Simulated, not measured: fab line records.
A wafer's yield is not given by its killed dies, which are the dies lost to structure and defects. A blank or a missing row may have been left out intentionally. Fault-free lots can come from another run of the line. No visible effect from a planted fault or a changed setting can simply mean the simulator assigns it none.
2 desks, one fault || flow rit_cmos || each desk has only its own numbers; what lay behind them comes last

AT THE TOOL OWNER'S DESK: implanter-02
The tool's own readings at RIT_PRETRO_IMPLANT_08: means of the sampled wafers that have a number, for each lot that ran on this tool. The brackets show how far a lot's mean lies from the usual mean; more than 4 standard deviations puts the lot out of limits, marked OUT.
Columns: A = beam_on_s at RIT_PRETRO_IMPLANT_08, usual 10.00 s; B = dose_ions_cm2 at RIT_PRETRO_IMPLANT_08, usual 1.2001e+13; C = end_station_pressure_torr at RIT_PRETRO_IMPLANT_08, usual 5.06e-06 Torr; D = faraday_current_uA at RIT_PRETRO_IMPLANT_08, usual 38.1
{"lot": "L288", "first seen here": "day 2 23:59", "A": 10.01, "B": 1.1996e+13, "C": 5.00e-06, "D": 38.1}
{"lot": "L289", "first seen here": "day 3 05:05", "A": 10.03, "B": 1.2002e+13, "C": 4.90e-06, "D": 37.9}
{"lot": "L295", "first seen here": "day 4 11:07", "A": 9.81, "B": 1.2005e+13, "C": 5.18e-06, "D": 38.7}
{"lot": "L299", "first seen here": "day 5 06:29", "A": 10.14, "B": 1.1996e+13, "C": 4.95e-06, "D": 37.6}
{"lot": "L307", "first seen here": "day 7 00:29", "A": "12.26 (+12) OUT", "B": 1.2024e+13, "C": "9.55e-05 (+99 or more) OUT", "D": "31.4 (-9.1) OUT"}
{"lot": "L308", "first seen here": "day 7 06:07", "A": "12.18 (+11) OUT", "B": 1.2011e+13, "C": "9.52e-05 (+99 or more) OUT", "D": "31.6 (-8.8) OUT"}
This desk's finding: out of limits on L307, L308; first on L307, day 7 00:29 (beam_on_s at RIT_PRETRO_IMPLANT_08). L288, L289, L295, L299 stayed within limits.

FROM THE METROLOGY DESK
Lot by lot, what the gauges showed, no matter which tool ran the lot: averages of those sampled wafers that carry a number. The brackets show how far a lot's mean lies from the usual mean; more than 4 standard deviations puts the lot out of limits, marked OUT.
Columns: A = PRETRO_TW at RIT_PRETRO_TW_MEAS_10, usual 482
{"lot": "L286", "first seen here": "day 2 14:55", "A": 484}
{"lot": "L287", "first seen here": "day 2 19:06", "A": 482}
{"lot": "L288", "first seen here": "day 3 00:19", "A": 475}
{"lot": "L289", "first seen here": "day 3 05:24", "A": 483}
{"lot": "L290", "first seen here": "day 3 11:50", "A": 484}
{"lot": "L291", "first seen here": "day 3 17:24", "A": 475}
{"lot": "L292", "first seen here": "day 3 19:40", "A": 475}
{"lot": "L293", "first seen here": "day 4 00:55", "A": 484}
{"lot": "L295", "first seen here": "day 4 11:26", "A": 483}
{"lot": "L296", "first seen here": "day 4 16:54", "A": 482}
{"lot": "L297", "first seen here": "day 5 00:12", "A": 485}
{"lot": "L299", "first seen here": "day 5 06:49", "A": 486}
{"lot": "L307", "first seen here": "day 7 00:48", "A": "515 (+8.0) OUT"}
{"lot": "L308", "first seen here": "day 7 06:26", "A": "511 (+7.0) OUT"}
Finding of this desk: L307, L308 out of limits, first seen on L307 at day 7 00:48 (PRETRO_TW at RIT_PRETRO_TW_MEAS_10). L286, L287, L288, L289, L290, L291, L292, L293, L295, L296, L297, L299 stayed within limits.

PUT TOGETHER
The tool owner's desk could have raised an alarm at day 7 00:29, on L307, L308.
On L307, L308, the metrology desk was in a position to raise an alarm at day 7 00:48.
Of the lots named, all ran RIT_PRETRO_IMPLANT_08 on implanter-02.

WHAT THE SIMULATOR HAD INSERTED
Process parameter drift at RIT_PRETRO_IMPLANT_08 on implanter-02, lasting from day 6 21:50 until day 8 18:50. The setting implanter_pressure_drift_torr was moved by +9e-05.
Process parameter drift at RIT_PRETRO_IMPLANT_08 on implanter-02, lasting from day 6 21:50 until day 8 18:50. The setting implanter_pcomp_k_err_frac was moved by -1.
Lots struck among those shown: L307, L308.
Hours from the fault's start to each desk's first reading out of limits: the tool owner's desk, 3; the metrology desk, 3.
